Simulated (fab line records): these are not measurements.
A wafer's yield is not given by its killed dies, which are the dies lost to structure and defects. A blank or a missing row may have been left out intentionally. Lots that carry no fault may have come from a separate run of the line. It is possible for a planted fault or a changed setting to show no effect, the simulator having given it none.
The tool behind it: which one? || flow ritCmos || 42 wafers from 14 lots sampled at 3 of the route's 202 steps

WHAT THE GAUGES SHOWED, per wafer
RIT_CONTACT_CD_MEAS_90: the cd target is 1000 nm. Usual: cdNm 999.5 nm, standard deviation 1.8.
{"lot": "L122", "measured": "day 3 11:41", "on": "cdSem-01", "cdNm (nm)": "1001.4 1000.5 1000.1", "flag": ""}
{"lot": "L123", "measured": "day 3 14:41", "on": "cdSem-02", "cdNm (nm)": "1002.3 1002.0 1003.4", "flag": ""}
{"lot": "L124", "measured": "day 3 19:30", "on": "cdSem-01", "cdNm (nm)": "1000.7 1000.8 1000.4", "flag": ""}
{"lot": "L126", "measured": "day 4 05:49", "on": "cdSem-01", "cdNm (nm)": "1001.4 1001.4 1002.1", "flag": ""}
{"lot": "L128", "measured": "day 4 15:08", "on": "cdSem-02", "cdNm (nm)": "1000.8 999.1 999.1", "flag": ""}
{"lot": "L129", "measured": "day 4 19:55", "on": "cdSem-01", "cdNm (nm)": "999.8 999.1 1002.1", "flag": ""}
{"lot": "L131", "measured": "day 5 06:23", "on": "cdSem-02", "cdNm (nm)": "998.7 999.9 999.3", "flag": ""}
{"lot": "L132", "measured": "day 5 12:17", "on": "cdSem-01", "cdNm (nm)": "1000.2 1001.6 1000.9", "flag": ""}
{"lot": "L140", "measured": "day 7 03:32", "on": "cdSem-02", "cdNm (nm)": "1000.0 999.1 998.1", "flag": ""}
{"lot": "L142", "measured": "day 7 12:56", "on": "cdSem-01", "cdNm (nm)": "995.9 996.5 995.9", "flag": ""}
{"lot": "L143", "measured": "day 7 18:34", "on": "cdSem-01", "cdNm (nm)": "1001.0 999.3 997.3", "flag": ""}
{"lot": "L144", "measured": "day 7 22:29", "on": "cdSem-02", "cdNm (nm)": "999.6 996.8 997.2", "flag": ""}

TOOL THAT RAN EACH LOT (tool first, then ch and the chambers of the sampled wafers, then the start)
{"lot": "L122", "RIT_NSD_STRIP_09": "plasmaAsher-03 ch 0,1, day 3 06:26", "RIT_SILICIDE_WET_ETCH_05": "wetBench-02 ch 0, day 3 09:44"}
{"lot": "L123", "RIT_NSD_STRIP_09": "plasmaAsher-03 ch 0,1, day 3 09:22", "RIT_SILICIDE_WET_ETCH_05": "wetBench-01 ch 2, day 3 12:25"}
{"lot": "L124", "RIT_NSD_STRIP_09": "plasmaAsher-04 ch 0,1, day 3 14:31", "RIT_SILICIDE_WET_ETCH_05": "wetBench-02 ch 3, day 3 17:31"}
{"lot": "L126", "RIT_NSD_STRIP_09": "plasmaAsher-04 ch 0,1, day 4 00:51", "RIT_SILICIDE_WET_ETCH_05": "wetBench-03 ch 1, day 4 03:49"}
{"lot": "L128", "RIT_NSD_STRIP_09": "plasmaAsher-03 ch 1, day 4 09:47", "RIT_SILICIDE_WET_ETCH_05": "wetBench-01 ch 1, day 4 12:46"}
{"lot": "L129", "RIT_NSD_STRIP_09": "plasmaAsher-03 ch 0,1, day 4 14:47", "RIT_SILICIDE_WET_ETCH_05": "wetBench-03 ch 0, day 4 18:00"}
{"lot": "L131", "RIT_NSD_STRIP_09": "plasmaAsher-04 ch 0,1, day 5 01:17", "RIT_SILICIDE_WET_ETCH_05": "wetBench-01 ch 1, day 5 04:23"}
{"lot": "L132", "RIT_NSD_STRIP_09": "plasmaAsher-03 ch 0,1, day 5 07:15", "RIT_SILICIDE_WET_ETCH_05": "wetBench-03 ch 2, day 5 10:24"}
{"lot": "L137", "RIT_NSD_STRIP_09": "plasmaAsher-04 ch 0,1, day 6 07:38", "RIT_SILICIDE_WET_ETCH_05": "wetBench-01 ch 1, day 6 10:44"}
{"lot": "L138", "RIT_NSD_STRIP_09": "plasmaAsher-02 ch 1, day 6 13:14", "RIT_SILICIDE_WET_ETCH_05": "wetBench-01 ch 0, day 6 16:13"}
{"lot": "L140", "RIT_NSD_STRIP_09": "plasmaAsher-03 ch 0,1, day 6 22:34", "RIT_SILICIDE_WET_ETCH_05": "wetBench-01 ch 0, day 7 01:40"}
{"lot": "L142", "RIT_NSD_STRIP_09": "plasmaAsher-04 ch 0,1, day 7 07:58", "RIT_SILICIDE_WET_ETCH_05": "wetBench-01 ch 2, day 7 11:04"}
{"lot": "L143", "RIT_NSD_STRIP_09": "plasmaAsher-03 ch 0, day 7 13:42", "RIT_SILICIDE_WET_ETCH_05": "wetBench-01 ch 0, day 7 16:40"}
{"lot": "L144", "RIT_NSD_STRIP_09": "plasmaAsher-02 ch 0,1, day 7 17:29", "RIT_SILICIDE_WET_ETCH_05": "wetBench-02 ch 3, day 7 20:37"}
- RIT_NSD_STRIP_09: strips in O2, time 180 s.
- RIT_SILICIDE_WET_ETCH_05: etches Ti in SPM, time 120 s.

AS READ BY THE TOOLS THEMSELVES (means over the sampled wafers that have a number; for cases with no such wafer, the mark the record gives instead)
RIT_NSD_STRIP_09. Usual: chamberPressureMTorr 4000 mTorr, standard deviation 3.8; drypumpMotorCurrentA 5.6 A, standard deviation 0.39; rfReflPowerW 6.3 W, standard deviation 1.2.
{"lot": "L122", "tool": "plasmaAsher-03", "chamberPressureMTorr (mTorr)": 4002, "drypumpMotorCurrentA (A)": 5.7, "rfReflPowerW (W)": 5.4, "flag": ""}
{"lot": "L123", "tool": "plasmaAsher-03", "chamberPressureMTorr (mTorr)": 4002, "drypumpMotorCurrentA (A)": 5.7, "rfReflPowerW (W)": 5.4, "flag": ""}
{"lot": "L124", "tool": "plasmaAsher-04", "chamberPressureMTorr (mTorr)": 4001, "drypumpMotorCurrentA (A)": 5.2, "rfReflPowerW (W)": 6.0, "flag": ""}
{"lot": "L126", "tool": "plasmaAsher-04", "chamberPressureMTorr (mTorr)": 4004, "drypumpMotorCurrentA (A)": 5.2, "rfReflPowerW (W)": 6.0, "flag": ""}
{"lot": "L128", "tool": "plasmaAsher-03", "chamberPressureMTorr (mTorr)": 4000, "drypumpMotorCurrentA (A)": 5.5, "rfReflPowerW (W)": 4.9, "flag": ""}
{"lot": "L129", "tool": "plasmaAsher-03", "chamberPressureMTorr (mTorr)": 4000, "drypumpMotorCurrentA (A)": 5.7, "rfReflPowerW (W)": 5.3, "flag": ""}
{"lot": "L131", "tool": "plasmaAsher-04", "chamberPressureMTorr (mTorr)": 4000, "drypumpMotorCurrentA (A)": 5.4, "rfReflPowerW (W)": 6.3, "flag": ""}
{"lot": "L132", "tool": "plasmaAsher-03", "chamberPressureMTorr (mTorr)": 3998, "drypumpMotorCurrentA (A)": 5.8, "rfReflPowerW (W)": 5.6, "flag": ""}
{"lot": "L137", "tool": "plasmaAsher-04", "chamberPressureMTorr (mTorr)": 4001, "drypumpMotorCurrentA (A)": 5.2, "rfReflPowerW (W)": 6.1, "flag": ""}
{"lot": "L138", "tool": "plasmaAsher-02", "chamberPressureMTorr (mTorr)": 4003, "drypumpMotorCurrentA (A)": 5.8, "rfReflPowerW (W)": 9.4, "flag": ""}
{"lot": "L140", "tool": "plasmaAsher-03", "chamberPressureMTorr (mTorr)": 4003, "drypumpMotorCurrentA (A)": 5.7, "rfReflPowerW (W)": 5.4, "flag": ""}
{"lot": "L142", "tool": "plasmaAsher-04", "chamberPressureMTorr (mTorr)": 4002, "drypumpMotorCurrentA (A)": 5.2, "rfReflPowerW (W)": 6.1, "flag": ""}
{"lot": "L143", "tool": "plasmaAsher-03", "chamberPressureMTorr (mTorr)": 3999, "drypumpMotorCurrentA (A)": 6.1, "rfReflPowerW (W)": 6.2, "flag": ""}
{"lot": "L144", "tool": "plasmaAsher-02", "chamberPressureMTorr (mTorr)": 3999, "drypumpMotorCurrentA (A)": 5.9, "rfReflPowerW (W)": 8.5, "flag": ""}

RIT_SILICIDE_WET_ETCH_05. Usual: bathGuardTempC 90.1 C, standard deviation 0.5; bathHeatDutyPct 13.5 %, standard deviation 1.2.
{"lot": "L122", "tool": "wetBench-02", "bathGuardTempC (C)": 89.8, "bathHeatDutyPct (%)": 13.3, "flag": ""}
{"lot": "L123", "tool": "wetBench-01", "bathGuardTempC (C)": 90.0, "bathHeatDutyPct (%)": 12.1, "flag": ""}
{"lot": "L124", "tool": "wetBench-02", "bathGuardTempC (C)": 89.4, "bathHeatDutyPct (%)": 13.4, "flag": ""}
{"lot": "L126", "tool": "wetBench-03", "bathGuardTempC (C)": 89.6, "bathHeatDutyPct (%)": 14.7, "flag": ""}
{"lot": "L128", "tool": "wetBench-01", "bathGuardTempC (C)": 90.3, "bathHeatDutyPct (%)": 14.6, "flag": ""}
{"lot": "L129", "tool": "wetBench-03", "bathGuardTempC (C)": 90.3, "bathHeatDutyPct (%)": 12.3, "flag": ""}
{"lot": "L131", "tool": "wetBench-01", "bathGuardTempC (C)": 90.8, "bathHeatDutyPct (%)": 15.3, "flag": ""}
{"lot": "L132", "tool": "wetBench-03", "bathGuardTempC (C)": 90.5, "bathHeatDutyPct (%)": 12.1, "flag": ""}
{"lot": "L137", "tool": "wetBench-01", "bathGuardTempC (C)": "-", "bathHeatDutyPct (%)": "-", "flag": "OFF"}
{"lot": "L138", "tool": "wetBench-01", "bathGuardTempC (C)": "-", "bathHeatDutyPct (%)": "-", "flag": "OFF"}
{"lot": "L140", "tool": "wetBench-01", "bathGuardTempC (C)": 89.9, "bathHeatDutyPct (%)": 14.6, "flag": ""}
{"lot": "L142", "tool": "wetBench-01", "bathGuardTempC (C)": 90.0, "bathHeatDutyPct (%)": 13.3, "flag": ""}
{"lot": "L143", "tool": "wetBench-01", "bathGuardTempC (C)": 90.1, "bathHeatDutyPct (%)": 13.5, "flag": ""}
{"lot": "L144", "tool": "wetBench-02", "bathGuardTempC (C)": 89.3, "bathHeatDutyPct (%)": 14.1, "flag": ""}

THE ANSWER, worked out from the rows above alone
Rule: take the mean of a lot's wafers that have a number; if it is more than 3 standard deviations from the usual mean, the lot is off. Also off: a lot with no number at a reading for which 4 or more lots have one. The other lots that the step has rows for count as sound. Order of review: gauges by route order, followed by the tools' own readings, for which a lot's mean as printed above is used. At the first step where some lot is off, the reading lying furthest off is the one used; lots without a number count as furthest.
Off: L137, L138 (RIT_SILICIDE_WET_ETCH_05, bathGuardTempC). Without a number there: L137, L138.
A tool fits if, at that step or a process step before it, it ran every lot that is off, and no sound lot after the first of them. Not one of the candidates tried fits.

WHAT HAD BEEN PUT IN BY THE SIMULATOR
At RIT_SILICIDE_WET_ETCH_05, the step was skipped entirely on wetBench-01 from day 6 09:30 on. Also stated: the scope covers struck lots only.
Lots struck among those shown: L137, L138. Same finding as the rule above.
